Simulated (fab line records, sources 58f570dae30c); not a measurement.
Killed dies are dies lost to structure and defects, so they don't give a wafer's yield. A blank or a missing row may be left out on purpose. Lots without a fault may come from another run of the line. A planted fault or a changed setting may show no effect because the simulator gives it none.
fab line records | flow berkeley_cmos170
record lots=5 wafers=15 last_day=13
route steps=331 shown CONTACT@236 M1@238 V1@254
lots that met no fault: from a run of the same line without faults
start_h: hours from the record's first day to the start of the lot's first wafer shown | wait_h: hours since the lot's step before | " the same as in the row above | L1.1+2: a row that stands for several wafers | - no value, or no start given | * or withheld: withheld | < > ~ a bound
route shown NAME@n: a module of which the file shows steps, and the number in the route of the first | usual: mean/standard deviation of fault-free wafers | same: alike in all rows | chamber/n: place in a boat | sites: the reading at each site | _std_site: their standard deviation | _edge_site: outer sites' mean less inner sites' | radius_mm: how far each site lies from the wafer's centre | mask NAME#n: copy n | behind: the tool/chamber that last shaped the wafer | hold: why the lot was held/for how many hours/how that ended | device: the transistor (n, p or np) that didn't switch | end of line: the same wafers' tests at the end of the route | a step without rows: its recipe alone | killed: dies lost to structure and defects at the first sort, not the wafer's yield | map: a wafer's dies, x killed, . not, _ none there
set.NAME: the setting as run; set.NAME@STEP: as run at that earlier step | model.NAME: the simulator's own value behind a step, which no gauge read
lots at some steps of the route; a table a step, a row a wafer
services: from which hour (start_h, from the record's first day; less than 0 if before it) a tool's chamber was out of use, for how many hours, and why
## steps
# step UCB170_CONTACT_CD_MEAS_90
# recipe target_cd_nm=700
# usual cd_nm=700.3/1.7
# columns lot.wafer tool chamber start_h wait_h cd_nm
L084.3 cd_sem-01 - 227.56 0.2 697.2
L084.4 " - " " 698.8
L084.5 " - " " 696.5
L085.1 cd_sem-01 - 228.37 0.1 702.5
L085.2 " - " " 700.9
L085.4 " - " " 700.9
L091.2 cd_sem-01 - 260.48 0.1 700.1
L091.3 " - " " 699.2
L091.6 " - " " 700.0
L094.2 cd_sem-02 - 271.74 0.3 700.6
L094.3 " - " " 700.1
L094.4 " - " " 700.0
L095.4 cd_sem-02 - 271.90 0.2 698.6
L095.5 " - " " 699.4
L095.6 " - " " 696.6
# step UCB170_CONTACT_CLEAN_20
# recipe chemistry=SPM temp_c=120 time_s=600
# columns lot.wafer tool chamber start_h wait_h
L084.3+4+5 wet_bench-04 3 227.64 0.1
L085.1+2+4 wet_bench-04 2 228.70 0.3
L091.2+3+6 wet_bench-03 0 260.58 0.1
L094.2+3+4 wet_bench-04 3 271.84 0.1
L095.4+5+6 wet_bench-04 2 272.02 0.1
# step UCB170_M1_SPUTTER_00
# recipe material=Al target_thk_nm=600 time_s=80 power_w=6000 chamber_pressure_pa=0.5
# usual cathode_dc_power_W=6000.1/1.1 throttle_valve_pct=30.0/0.72
# columns lot.wafer tool chamber start_h wait_h cathode_dc_power_W throttle_valve_pct
L084.3 pvd_sputter-03 - 227.85 0.0 6000.2 30.2
L084.4 " - " " 6000.3 29.9
L084.5 " - " " 5998.7 29.9
L085.1 pvd_sputter-02 - 228.90 0.0 5999.2 31.0
L085.2 " - " " 6001.0 29.2
L085.4 " - " " 5999.9 30.1
L091.2 pvd_sputter-01 - 260.76 0.0 5999.2 29.3
L091.3 " - " " 5999.6 31.3
L091.6 " - " " 6001.5 29.1
L094.2 pvd_sputter-01 - 272.02 0.0 5998.5 29.4
L094.3 " - " " 5999.0 29.2
L094.4 " - " " 5998.7 30.6
L095.4 pvd_sputter-02 - 272.19 0.0 5999.3 29.6
L095.5 " - " " 5999.8 29.5
L095.6 " - " " 6001.0 31.0
# step UCB170_M1_RS_MEAS_01
# recipe thk_meas_gauge=four-point-probe reads=Al_of_M1_SPUTTER_00
# usual M1_AL_RS=0.0488/0.00069
# columns lot.wafer tool chamber start_h wait_h M1_AL_RS[ohm/sq]
L084.3 film_metro-02 - 227.95 0.1 0.0483
L084.4 " - " " 0.0483
L084.5 " - " " 0.0486
L085.1 film_metro-01 - 228.97 0.0 0.0487
L085.2 " - " " 0.0481
L085.4 " - " " 0.0481
L091.2 film_metro-01 - 260.84 0.1 0.0492
L091.3 " - " " 0.0490
L091.6 " - " " 0.0492
L094.2 film_metro-02 - 272.10 0.1 0.0492
L094.3 " - " " 0.0492
L094.4 " - " " 0.0492
L095.4 film_metro-01 - 272.31 0.1 0.0478
L095.5 " - " " 0.0480
L095.6 " - " " 0.0484
# step UCB170_M1_THK_MEAS_02
# recipe thk_meas_gauge=xrf reads=Al_of_M1_SPUTTER_00
# usual M1_AL_THK=593/9
# columns lot.wafer tool chamber start_h wait_h M1_AL_THK[nm]
L084.3 film_metro-02 - 228.05 0.1 600
L084.4 " - " " 598
L084.5 " - " " 596
L085.1 film_metro-01 - 229.09 0.1 595
L085.2 " - " " 600
L085.4 " - " " 596
L091.2 film_metro-01 - 260.95 0.1 593
L091.3 " - " " 592
L091.6 " - " " 594
L094.2 film_metro-02 - 272.21 0.1 588
L094.3 " - " " 587
L094.4 " - " " 588
L095.4 film_metro-01 - 272.40 0.1 611
L095.5 " - " " 606
L095.6 " - " " 603
# step UCB170_M1_COAT_03
# recipe resist=BARC temp_c=withheld time_s=withheld spin_rpm=3000 resist_thk_nm=withheld
# usual exhaust_pa=44.9/0.82 resist_line_temp_C=* spin_speed_rpm=2999.8/1.7
# columns lot.wafer tool chamber start_h wait_h exhaust_pa resist_line_temp_C spin_speed_rpm
L084.3 litho_track-01 0 228.14 0.1 45.5 * 2998.4
L084.4 " 0 " " 45.0 * 2999.9
L084.5 " 0 " " 45.4 * 3000.9
L085.1 litho_track-02 0 229.54 0.4 44.3 * 3001.3
L085.2 " 0 " " 44.3 * 2999.0
L085.4 " 0 " " 46.1 * 2999.5
L091.2 litho_track-04 0 261.07 0.1 44.9 * 3002.2
L091.3 " 0 " " 44.7 * 3003.1
L091.6 " 0 " " 44.1 * 3000.7
L094.2 litho_track-01 0 272.28 0.1 42.4 * 3001.6
L094.3 " 0 " " 44.2 * 2997.3
L094.4 " 0 " " 43.8 * 2998.4
L095.4 litho_track-02 0 272.51 0.1 46.2 * 3000.5
L095.5 " 0 " " 45.1 * 3000.1
L095.6 " 0 " " 45.0 * 3000.4
# step UCB170_M1_COAT_04
# recipe resist=KrF spin_rpm=1500 resist_thk_nm=900
# usual exhaust_pa=44.9/0.82 resist_line_temp_C=22.99/0.093 spin_speed_rpm=1499.9/0.92
# columns lot.wafer tool chamber start_h wait_h exhaust_pa resist_line_temp_C spin_speed_rpm
L084.3 litho_track-01 0 - - 44.5 22.73 1498.9
L084.4 " 0 " " 45.4 22.94 1500.8
L084.5 " 0 " " 46.5 22.94 1500.5
L085.1 litho_track-02 0 - - 43.9 23.01 1500.3
L085.2 " 0 " " 45.5 23.05 1500.4
L085.4 " 0 " " 44.1 22.97 1499.9
L091.2 litho_track-04 0 - - 45.6 23.05 1499.7
L091.3 " 0 " " 46.1 23.02 1501.0
L091.6 " 0 " " 45.4 22.98 1501.4
L094.2 litho_track-01 0 - - 45.2 22.98 1498.3
L094.3 " 0 " " 43.6 23.03 1499.0
L094.4 " 0 " " 44.4 22.95 1499.2
L095.4 litho_track-02 0 - - 45.9 23.03 1502.6
L095.5 " 0 " " 45.6 22.92 1499.3
L095.6 " 0 " " 45.4 23.00 1500.8
# step UCB170_M1_SOFTBAKE_05
# recipe resist=KrF temp_c=130 time_s=60
# usual exhaust_pa=45.2/0.83 resist_line_temp_C=22.99/0.11
# columns lot.wafer tool chamber start_h wait_h exhaust_pa resist_line_temp_C
L084.3 litho_track-01 0 - - 45.6 23.00
L084.4 " 0 " " 44.9 23.02
L084.5 " 0 " " 44.7 23.00
L085.1 litho_track-02 0 - - 44.7 22.98
L085.2 " 0 " " 45.7 23.01
L085.4 " 0 " " 45.5 23.10
L091.2 litho_track-04 0 - - 45.9 22.96
L091.3 " 0 " " 46.3 22.88
L091.6 " 0 " " 45.8 22.91
L094.2 litho_track-01 0 - - 46.8 23.11
L094.3 " 0 " " 44.4 22.94
L094.4 " 0 " " 44.6 23.11
L095.4 litho_track-02 0 - - 45.3 23.04
L095.5 " 0 " " 44.6 23.03
L095.6 " 0 " " 45.0 23.14
# step UCB170_M1_EXPOSE_06
# recipe mask_id=METAL1 target_cd_nm=700 na=0.5 sigma_outer=0.6 source_shape=conventional dose_mj=21
# usual reticle_temp_C=22.98/0.11
# columns lot.wafer tool chamber start_h wait_h mask reticle_temp_C
L084.3 krf_scanner-02 0 228.71 - METAL1#0 22.93
L084.4 " 0 " " METAL1#0 22.99
L084.5 " 0 " " METAL1#0 22.98
L085.1 krf_scanner-02 0 230.02 - METAL1#0 22.82
L085.2 " 0 " " METAL1#0 22.97
L085.4 " 0 " " METAL1#0 22.67
L091.2 krf_scanner-01 0 261.51 - METAL1#0 22.99
L091.3 " 0 " " METAL1#0 22.96
L091.6 " 0 " " METAL1#0 22.92
L094.2 krf_scanner-02 0 272.73 - METAL1#0 22.99
L094.3 " 0 " " METAL1#0 23.01
L094.4 " 0 " " METAL1#0 23.10
L095.4 krf_scanner-02 0 272.94 - METAL1#0 23.20
L095.5 " 0 " " METAL1#0 22.96
L095.6 " 0 " " METAL1#0 23.04
# step UCB170_M1_PEB_07
# recipe peb_temp_c=130 peb_time_s=withheld resist=KrF
# usual exhaust_pa=45.0/0.87 resist_line_temp_C=23.02/0.11
# columns lot.wafer tool chamber start_h wait_h exhaust_pa resist_line_temp_C
L084.3 litho_track-02 0 229.04 0.3 45.2 23.25
L084.4 " 0 " " 45.1 23.03
L084.5 " 0 " " 45.3 23.09
L085.1 litho_track-02 0 230.14 0.1 44.8 22.94
L085.2 " 0 " " 45.4 23.02
L085.4 " 0 " " 45.0 22.88
L091.2 litho_track-02 0 261.97 0.4 45.0 22.93
L091.3 " 0 " " 44.8 22.93
L091.6 " 0 " " 43.8 23.10
L094.2 litho_track-04 0 272.85 0.1 44.2 22.97
L094.3 " 0 " " 43.8 22.90
L094.4 " 0 " " 44.7 22.98
L095.4 litho_track-04 0 273.18 0.2 45.3 23.01
L095.5 " 0 " " 45.9 22.99
L095.6 " 0 " " 45.5 23.08
# step UCB170_M1_DEVELOP_08
# recipe developer=TMAH develop_time_s=45 resist=KrF dev_temp_c=21
# usual exhaust_pa=45.0/0.85 resist_line_temp_C=22.99/0.1
# columns lot.wafer tool chamber start_h wait_h exhaust_pa resist_line_temp_C
L084.3 litho_track-02 0 - - 44.3 22.97
L084.4 " 0 " " 43.4 22.84
L084.5 " 0 " " 44.5 23.01
L085.1 litho_track-02 0 - - 45.1 23.12
L085.2 " 0 " " 46.2 23.00
L085.4 " 0 " " 45.5 23.15
L091.2 litho_track-02 0 - - 45.5 22.94
L091.3 " 0 " " 44.3 22.94
L091.6 " 0 " " 45.3 22.95
L094.2 litho_track-04 0 - - 44.6 22.94
L094.3 " 0 " " 45.6 22.91
L094.4 " 0 " " 44.1 22.95
L095.4 litho_track-04 0 - - 44.6 23.13
L095.5 " 0 " " 44.1 22.97
L095.6 " 0 " " 46.0 22.99
# step UCB170_M1_CD_MEAS_09
# recipe target_cd_nm=700
# usual cd_nm=700.1/1.2
# columns lot.wafer tool chamber start_h wait_h cd_nm
L084.3 cd_sem-01 - 229.31 - 699.9
L084.4 " - " " 699.4
L084.5 " - " " 699.1
L085.1 cd_sem-02 - 230.44 - 699.6
L085.2 " - " " 701.4
L085.4 " - " " 698.9
L091.2 cd_sem-01 - 262.24 - 701.5
L091.3 " - " " 699.5
L091.6 " - " " 699.1
L094.2 cd_sem-01 - 273.12 - 700.8
L094.3 " - " " 701.2
L094.4 " - " " 702.0
L095.4 cd_sem-01 - 273.44 - 702.4
L095.5 " - " " 702.7
L095.6 " - " " 701.8
# step UCB170_M1_OVL_MEAS_10
# usual M1_OVL=2/5.3
# columns lot.wafer tool chamber start_h wait_h M1_OVL[nm]
L084.3 overlay-01 - 229.40 0.1 1
L084.4 " - " " 7
L084.5 " - " " 1
L085.1 overlay-01 - 230.56 0.1 -5
L085.2 " - " " 1
L085.4 " - " " 2
L091.2 overlay-01 - 262.34 0.1 9
L091.3 " - " " 7
L091.6 " - " " 10
L094.2 overlay-02 - 273.23 0.1 -1
L094.3 " - " " 1
L094.4 " - " " 1
L095.4 overlay-01 - 273.51 0.1 13
L095.5 " - " " 11
L095.6 " - " " -1
# step UCB170_M1_ETCH_11
# recipe chemistry=N2/H2 target_depth_a=withheld overetch_a=withheld target=BARC time_s=withheld source_w=500 bias_w=100 pressure_mtorr=30 n2_flow_sccm=100 h2_flow_sccm=200
# usual drypump_motor_current_A=5.7/0.41 h2_flow_sccm=200.0/0.51 oes_product_au=1.002/0.024 rf_fwd_power_W=495.6/1.8 throttle_valve_pct=13.25/0.21
# columns lot.wafer tool chamber start_h wait_h drypump_motor_current_A h2_flow_sccm oes_product_au rf_fwd_power_W throttle_valve_pct
L084.3 rie_diel-04 3 229.42 0.0 5.3 200.3 1.023 499.9 12.97
L084.4 " 1 " " 6.5 199.9 0.974 496.6 12.94
L084.5 " 0 " " 5.9 200.0 0.971 493.9 13.65
L085.1 rie_diel-02 1 230.59 0.0 5.3 199.6 1.006 494.2 13.46
L085.2 " 2 " " 5.9 198.9 0.988 493.9 13.27
L085.4 " 0 " " 5.5 199.6 0.997 496.7 13.24
L091.2 rie_diel-02 3 262.37 0.0 6.1 200.6 0.990 495.2 13.25
L091.3 " 0 " " 5.5 200.3 1.000 496.4 13.24
L091.6 " 1 " " 5.3 200.0 1.001 493.4 13.43
L094.2 rie_diel-01 3 273.26 0.0 6.0 199.8 1.040 496.1 13.45
L094.3 " 2 " " 5.2 200.0 1.036 497.8 13.42
L094.4 " 1 " " 5.0 200.2 0.987 494.7 12.93
L095.4 rie_diel-04 2 273.53 0.0 5.7 199.7 0.985 492.6 13.18
L095.5 " 2 " " 5.7 200.3 0.981 495.5 13.20
L095.6 " 1 " " 6.5 199.6 0.972 493.4 12.94
# step UCB170_M1_METAL_ETCH_12
# recipe chemistry=Cl2/BCl3 target=Al stop_on=PSG pressure_mtorr=12 target_depth_a=7800 over_etch_frac=0.3 time_s=130 icp_w=600 bias_w=120 Cl2_flow_sccm=90 bcl3_flow_sccm=45
# usual drypump_motor_current_A=5.8/0.47 oes_product_au=0.856/0.013 rf_fwd_power_W=597.8/1.8 throttle_valve_pct=24.5/0.34
# same over_etch_frac=0.3
# columns lot.wafer tool chamber start_h wait_h drypump_motor_current_A oes_product_au rf_fwd_power_W rf_hours_counter_h throttle_valve_pct
L084.3 rie_metal-04 0 229.51 - 5.8 0.875 600.2 - 24.9
L084.4 " 1 " " 6.5 0.883 597.0 - 24.9
L084.5 " 0 " " 5.8 0.873 599.8 - 24.9
L085.1 rie_metal-01 0 230.64 - 6.2 0.852 599.0 1 24.6
L085.2 " 1 " " 6.1 0.857 601.3 2 24.4
L085.4 " 1 " " 6.1 0.863 601.5 - 24.4
L091.2 rie_metal-02 1 262.41 - 5.7 0.849 601.3 11 24.3
L091.3 " 1 " " 5.7 0.848 601.0 - 24.3
L091.6 " 0 " " 5.1 0.831 597.9 - 23.9
L094.2 rie_metal-01 0 273.30 - 6.2 0.842 597.7 2 24.6
L094.3 " 0 " " 6.2 0.842 598.6 - 24.6
L094.4 " 1 " " 6.1 0.863 599.3 - 24.4
L095.4 rie_metal-04 0 273.62 - 5.8 0.858 599.4 - 24.9
L095.5 " 0 " " 5.8 0.860 597.7 - 24.9
L095.6 " 1 " " 6.4 0.877 594.7 - 24.9
# step UCB170_M1_STRIP_13
# recipe chemistry=O2 power_w=400 pressure_mtorr=3500 platen_temp_c=withheld o2_flow_sccm=400 overash_fraction=0.5
# usual drypump_motor_current_A=5.5/0.33 oes_product_au=0.720/0.005
# columns lot.wafer tool chamber start_h wait_h drypump_motor_current_A oes_product_au rf_hours_counter_h
L084.3 plasma_asher-01 0 229.63 0.1 5.1 0.722 -
L084.4 " 1 " " 5.8 0.726 -
L084.5 " 0 " " 5.0 0.721 -
L085.1 plasma_asher-04 0 230.81 0.1 5.3 0.722 49
L085.2 " 1 " " 6.0 0.720 49
L085.4 " 0 " " 5.3 0.719 -
L091.2 plasma_asher-04 0 262.55 0.1 5.3 0.716 53
L091.3 " 0 " " 5.3 0.724 -
L091.6 " 0 " " 5.3 0.721 -
L094.2 plasma_asher-02 1 273.43 0.1 5.4 0.719 15
L094.3 " 1 " " 5.4 0.712 -
L094.4 " 0 " " 5.4 0.730 -
L095.4 plasma_asher-04 0 273.74 0.1 5.3 0.716 -
L095.5 " 1 " " 6.0 0.718 -
L095.6 " 0 " " 5.3 0.723 -
# step UCB170_M1_CD_MEAS_90
# recipe target_cd_nm=700
# usual cd_nm=698.1/2.4
# columns lot.wafer tool chamber start_h wait_h cd_nm
L084.3 cd_sem-01 - 229.74 0.1 700.2
L084.4 " - " " 698.2
L084.5 " - " " 699.7
L085.1 cd_sem-01 - 230.91 0.1 697.3
L085.2 " - " " 700.2
L085.4 " - " " 697.5
L091.2 cd_sem-01 - 262.67 0.1 701.6
L091.3 " - " " 698.8
L091.6 " - " " 697.3
L094.2 cd_sem-02 - 273.55 0.1 699.3
L094.3 " - " " 699.3
L094.4 " - " " 702.3
L095.4 cd_sem-01 - 273.87 0.1 705.0
L095.5 " - " " 706.4
L095.6 " - " " 703.5
# step UCB170_M1_ANNEAL_14
# recipe temp_c=400 time_s=1200 ambient=forming_gas
# columns lot.wafer tool chamber start_h wait_h
L084.3+4+5 furnace-03 0 230.88 1.1
L085.1+2+4 furnace-03 0 232.21 1.3
L091.2+3+6 furnace-03 0 262.77 0.1
L094.2+3+4 furnace-03 0 292.62 19.0
L095.4+5+6 furnace-03 0 292.62 18.7
# step UCB170_V1_CVD_00
# recipe material=SiO2 target_thk_nm=2000 temp_c=390 precursor=TEOS/O2 time_s=250 rf_w=550 pressure_mtorr=9000
# usual heater_power_w=244/51 rf_fwd_power_W=548.5/1.8
# columns lot.wafer tool chamber start_h wait_h heater_power_w rf_fwd_power_W
L084.3 pecvd-02 0 232.21 0.0 259 547.4
L084.4 " 2 " " 222 546.9
L084.5 " 1 " " 286 546.7
L085.1 pecvd-01 1 233.54 0.0 278 549.9
L085.2 " 2 " " 356 549.6
L085.4 " 0 " " 282 550.1
L091.2 pecvd-03 2 264.10 0.0 164 547.8
L091.3 " 0 " " 233 549.7
L091.6 " 1 " " 317 548.9
L094.2 pecvd-03 1 293.95 0.0 249 549.5
L094.3 " 2 " " 196 546.8
L094.4 " 1 " " 320 550.5
L095.4 pecvd-02 0 294.03 0.1 222 552.7
L095.5 " 1 " " 209 546.7
L095.6 " 2 " " 226 545.9
# step UCB170_V1_THK_MEAS_01
# recipe reads=SiO2_of_V1_CVD_00
# usual V1_TEOS_THK=2015/26
# columns lot.wafer tool chamber start_h wait_h V1_TEOS_THK[nm]
L084.3 film_metro-04 - 232.39 0.1 2019
L084.4 " - " " 2062
L084.5 " - " " 2038
L085.1 film_metro-03 - 233.70 0.1 2002
L085.2 " - " " 2014
L085.4 " - " " 2024
L091.2 film_metro-04 - 264.27 0.1 1994
L091.3 " - " " 1967
L091.6 " - " " 2017
L094.2 film_metro-01 - 294.12 0.1 2002
L094.3 " - " " 2017
L094.4 " - " " 2071
L095.4 film_metro-03 - 294.14 0.0 1990
L095.5 " - " " 2026
L095.6 " - " " 2005
# step UCB170_V1_CMP_02
# recipe material=SiO2 down_force_psi=6 platen_rpm=60 pad_velocity_m_s=0.75398
# usual motor_current_A=16.3/2.1
# columns lot.wafer tool chamber start_h wait_h motor_current_A
L084.4 cmp-01 1 232.53 0.1 15.0
L084.3 " 2 " " 18.7
L084.5 " 3 " " 15.2
L085.2 cmp-01 2 233.76 0.0 19.7
L085.4 " 0 " " 19.7
L085.1 " 1 " " 14.0
L091.3 cmp-02 3 264.32 0.0 13.9
L091.2 " 0 " " 15.7
L091.6 " 3 " " 14.2
L094.3 cmp-02 2 294.17 0.0 15.9
L094.4 " 3 " " 14.2
L094.2 " 1 " " 15.6
L095.4 cmp-01 3 294.27 0.1 15.7
L095.5 " 1 " " 15.2
L095.6 " 2 " " 18.5
# step UCB170_V1_BOW_MEAS_03
# recipe mode=bow
# usual V1_BOW=18/6.9
# columns lot.wafer tool chamber start_h wait_h V1_BOW[um]
L084.3 film_metro-04 - 232.77 0.1 21
L084.4 " - " " 15
L084.5 " - " " 27
L085.1 film_metro-03 - 234.06 0.1 17
L085.2 " - " " 14
L085.4 " - " " 25
L091.2 film_metro-01 - 264.64 0.2 25
L091.3 " - " " 17
L091.6 " - " " 14
L094.2 film_metro-01 - 294.49 0.1 25
L094.3 " - " " 14
L094.4 " - " " 24
L095.4 film_metro-03 - 294.53 0.2 37
L095.5 " - " " 23
L095.6 " - " " 25
# step UCB170_V1_THK_MEAS_04
# recipe reads=SiO2_of_V1_CVD_00
# usual V1_POLISHED_THK=1000.0/1.2
# columns lot.wafer tool chamber start_h wait_h V1_POLISHED_THK[nm]
L084.3 film_metro-04 - 232.87 0.1 999.7
L084.4 " - " " 1000.5
L084.5 " - " " 1001.9
L085.1 film_metro-03 - 234.18 0.1 999.8
L085.2 " - " " 999.5
L085.4 " - " " 999.7
L091.2 film_metro-01 - 264.75 0.1 1000.5
L091.3 " - " " 999.2
L091.6 " - " " 998.5
L094.2 film_metro-01 - 294.60 0.1 998.6
L094.3 " - " " 999.7
L094.4 " - " " 998.6
L095.4 film_metro-03 - 294.62 0.1 1000.5
L095.5 " - " " 1000.3
L095.6 " - " " 998.1
# step UCB170_V1_CLEAN_05
# recipe chemistry=DIW
# columns lot.wafer tool chamber start_h wait_h
L084.3+4+5 wet_bench-03 3 234.92 2.0
L085.1+2+4 wet_bench-03 2 235.30 1.1
L091.2+3+6 wet_bench-02 2 264.80 0.0
L094.2+3+4 wet_bench-01 3 296.93 2.3
L095.4+5+6 wet_bench-01 1 296.93 2.3
# step UCB170_V1_HMDS_06
# recipe prime_time_s=60 prime_temp_c=100
# usual exhaust_pa=45.0/0.85 resist_line_temp_C=23.03/0.11
# columns lot.wafer tool chamber start_h wait_h exhaust_pa resist_line_temp_C
L084.3 litho_track-03 0 235.16 0.1 45.1 22.97
L084.4 " 0 " " 44.4 22.85
L084.5 " 0 " " 44.4 22.87
L085.1 litho_track-01 0 236.06 0.6 45.7 22.92
L085.2 " 0 " " 45.9 23.06
L085.4 " 0 " " 44.6 23.26
L091.2 litho_track-03 0 265.00 0.0 44.6 23.11
L091.3 " 0 " " 44.6 23.09
L091.6 " 0 " " 45.4 23.10
L095.4 litho_track-03 0 297.18 0.1 45.1 22.97
L095.5 " 0 " " 45.2 23.04
L095.6 " 0 " " 43.7 23.03
L094.2 litho_track-04 0 297.39 0.3 44.9 23.13
L094.3 " 0 " " 44.8 23.02
L094.4 " 0 " " 43.4 22.99
# step UCB170_V1_COAT_07
# recipe resist=KrF spin_rpm=1500 resist_thk_nm=900
# usual exhaust_pa=45.2/0.95 resist_line_temp_C=22.99/0.098 spin_speed_rpm=1500.1/0.83
# columns lot.wafer tool chamber start_h wait_h exhaust_pa resist_line_temp_C spin_speed_rpm
L084.3 litho_track-03 0 235.31 0.1 45.9 22.94 1499.6
L084.4 " 0 " " 45.6 22.98 1500.3
L084.5 " 0 " " 45.5 22.88 1500.6
L085.1 litho_track-01 0 236.21 0.1 44.7 22.89 1500.9
L085.2 " 0 " " 44.5 22.84 1500.4
L085.4 " 0 " " 44.6 23.06 1499.1
L091.2 litho_track-03 0 265.15 0.1 46.0 22.92 1500.9
L091.3 " 0 " " 45.1 22.89 1500.1
L091.6 " 0 " " 45.6 22.87 1499.1
L095.4 litho_track-03 0 297.33 0.1 45.6 22.87 1500.7
L095.5 " 0 " " 44.0 23.00 1500.8
L095.6 " 0 " " 45.3 23.00 1500.2
L094.2 litho_track-04 0 297.54 0.1 45.9 23.01 1500.7
L094.3 " 0 " " 44.9 23.04 1500.1
L094.4 " 0 " " 46.0 22.97 1501.5
# step UCB170_V1_SOFTBAKE_08
# recipe resist=KrF temp_c=130 time_s=60
# usual exhaust_pa=44.9/0.85 resist_line_temp_C=23.01/0.088
# columns lot.wafer tool chamber start_h wait_h exhaust_pa resist_line_temp_C
L084.3 litho_track-03 0 235.46 0.1 45.2 22.90
L084.4 " 0 " " 43.6 23.00
L084.5 " 0 " " 45.5 22.93
L085.1 litho_track-01 0 236.36 0.1 45.0 23.10
L085.2 " 0 " " 43.5 22.98
L085.4 " 0 " " 43.3 23.02
L091.2 litho_track-03 0 265.30 0.1 44.0 22.87
L091.3 " 0 " " 44.9 22.96
L091.6 " 0 " " 44.6 23.01
L095.4 litho_track-03 0 297.48 0.1 44.9 23.01
L095.5 " 0 " " 45.2 22.94
L095.6 " 0 " " 44.3 23.10
L094.2 litho_track-04 0 297.69 0.1 44.7 22.89
L094.3 " 0 " " 46.8 22.93
L094.4 " 0 " " 46.5 23.04
# step UCB170_V1_EXPOSE_09
# recipe mask_id=VIA1 target_cd_nm=700 na=0.5 sigma_outer=0.6 source_shape=conventional dose_mj=37
# usual reticle_temp_C=23.00/0.11
# columns lot.wafer tool chamber start_h wait_h mask reticle_temp_C
L084.3 krf_scanner-01 0 235.71 0.2 VIA1#0 22.96
L084.4 " 0 " " VIA1#0 22.98
L084.5 " 0 " " VIA1#0 22.86
L085.1 krf_scanner-01 0 236.82 0.4 VIA1#0 23.06
L085.2 " 0 " " VIA1#0 23.06
L085.4 " 0 " " VIA1#0 23.09
L091.2 krf_scanner-02 0 265.44 0.1 VIA1#0 22.96
L091.3 " 0 " " VIA1#0 23.02
L091.6 " 0 " " VIA1#0 22.96
L095.4 krf_scanner-01 0 297.61 0.1 VIA1#0 23.09
L095.5 " 0 " " VIA1#0 23.00
L095.6 " 0 " " VIA1#0 23.10
L094.2 krf_scanner-01 0 298.06 0.3 VIA1#0 22.98
L094.3 " 0 " " VIA1#0 23.10
L094.4 " 0 " " VIA1#0 23.00
# step UCB170_V1_PEB_10
# recipe peb_temp_c=130 peb_time_s=withheld resist=KrF
# usual exhaust_pa=45.2/0.86 resist_line_temp_C=22.98/0.11
# columns lot.wafer tool chamber start_h wait_h exhaust_pa resist_line_temp_C
L084.3 litho_track-03 0 236.51 0.8 44.0 23.00
L084.4 " 0 " " 43.9 22.92
L084.5 " 0 " " 44.4 23.05
L085.1 litho_track-04 0 237.28 0.4 45.1 22.95
L085.2 " 0 " " 43.5 23.11
L085.4 " 0 " " 44.7 22.97
L091.2 litho_track-03 0 265.56 0.1 44.9 22.91
L091.3 " 0 " " 45.7 22.96
L091.6 " 0 " " 43.9 22.81
L095.4 litho_track-04 0 298.34 0.7 45.6 23.13
L095.5 " 0 " " 44.9 23.06
L095.6 " 0 " " 45.5 22.93
L094.2 litho_track-04 0 298.57 0.5 46.5 22.87
L094.3 " 0 " " 46.6 22.99
L094.4 " 0 " " 45.0 22.92
# step UCB170_V1_DEVELOP_11
# recipe developer=TMAH develop_time_s=45 resist=KrF dev_temp_c=21
# usual exhaust_pa=44.8/0.92 resist_line_temp_C=23.01/0.1
# columns lot.wafer tool chamber start_h wait_h exhaust_pa resist_line_temp_C
L084.3 litho_track-03 0 - - 45.9 22.97
L084.4 " 0 " " 45.1 22.84
L084.5 " 0 " " 44.6 23.01
L085.1 litho_track-04 0 - - 43.4 23.00
L085.2 " 0 " " 43.2 23.10
L085.4 " 0 " " 44.2 23.13
L091.2 litho_track-03 0 - - 44.2 22.89
L091.3 " 0 " " 43.4 22.84
L091.6 " 0 " " 45.3 23.12
L095.4 litho_track-04 0 - - 45.9 22.99
L095.5 " 0 " " 46.6 23.04
L095.6 " 0 " " 46.1 23.17
L094.2 litho_track-04 0 - - 46.3 23.20
L094.3 " 0 " " 44.2 23.15
L094.4 " 0 " " 44.7 23.15
# step UCB170_V1_CD_MEAS_12
# recipe target_cd_nm=700
# usual cd_nm=700.4/1.2
# columns lot.wafer tool chamber start_h wait_h cd_nm
L084.3 cd_sem-02 - 236.77 - 699.2
L084.4 " - " " 699.9
L084.5 " - " " 699.4
L085.1 cd_sem-01 - 237.56 - 698.9
L085.2 " - " " 699.5
L085.4 " - " " 700.0
L091.2 cd_sem-02 - 265.83 - 700.7
L091.3 " - " " 699.5
L091.6 " - " " 699.4
L095.4 cd_sem-01 - 298.60 - 701.8
L095.5 " - " " 701.3
L095.6 " - " " 701.5
L094.2 cd_sem-01 - 298.84 - 699.4
L094.3 " - " " 698.2
L094.4 " - " " 699.0
# step UCB170_V1_OVL_MEAS_13
# usual V1_OVL=0/5.4
# columns lot.wafer tool chamber start_h wait_h V1_OVL[nm]
L084.3 overlay-01 - 236.87 0.1 0
L084.4 " - " " 2
L084.5 " - " " 2
L085.1 overlay-02 - 237.68 0.1 -3
L085.2 " - " " -1
L085.4 " - " " -8
L091.2 overlay-02 - 265.94 0.1 2
L091.3 " - " " 2
L091.6 " - " " 2
L095.4 overlay-01 - 298.68 0.1 -1
L095.5 " - " " -5
L095.6 " - " " -8
L094.2 overlay-01 - 298.94 0.1 -3
L094.3 " - " " -1
L094.4 " - " " -2
## services
# columns tool chamber start_h hours kind
cmp-01 - 204.94 0.5 repair
rie_diel-04 - 208.13 5.3 repair
cmp-01 - 213.26 0.5 repair
krf_scanner-02 - 215.48 0.8 pm
cmp-01 - 218.80 6.1 pm
cmp-02 - 225.06 12.7 pm
krf_scanner-01 - 228.95 1.3 pm
rie_diel-02 3 229.61 1.3 repair
plasma_asher-02 - 230.89 9.0 repair
rie_diel-02 2 232.89 4.4 repair
cmp-01 - 234.47 3.2 repair
cmp-02 - 237.73 4.0 pm
pvd_sputter-02 - 237.87 5.6 repair
rie_diel-01 2 240.70 16.0 repair
pecvd-03 - 242.50 14.0 pm
cmp-01 - 244.84 5.8 pm
rie_diel-04 3 249.22 3.9 repair
pvd_sputter-01 - 250.90 0.6 repair
wet_bench-01 - 263.81 1.9 pm
rie_metal-01 0 267.16 3.9 repair
cmp-01 - 274.95 0.9 repair
pecvd-02 - 287.90 2.8 pm
cmp-01 - 288.70 1.7 repair
rie_diel-04 0 296.22 2.8 repair
## key
fault none
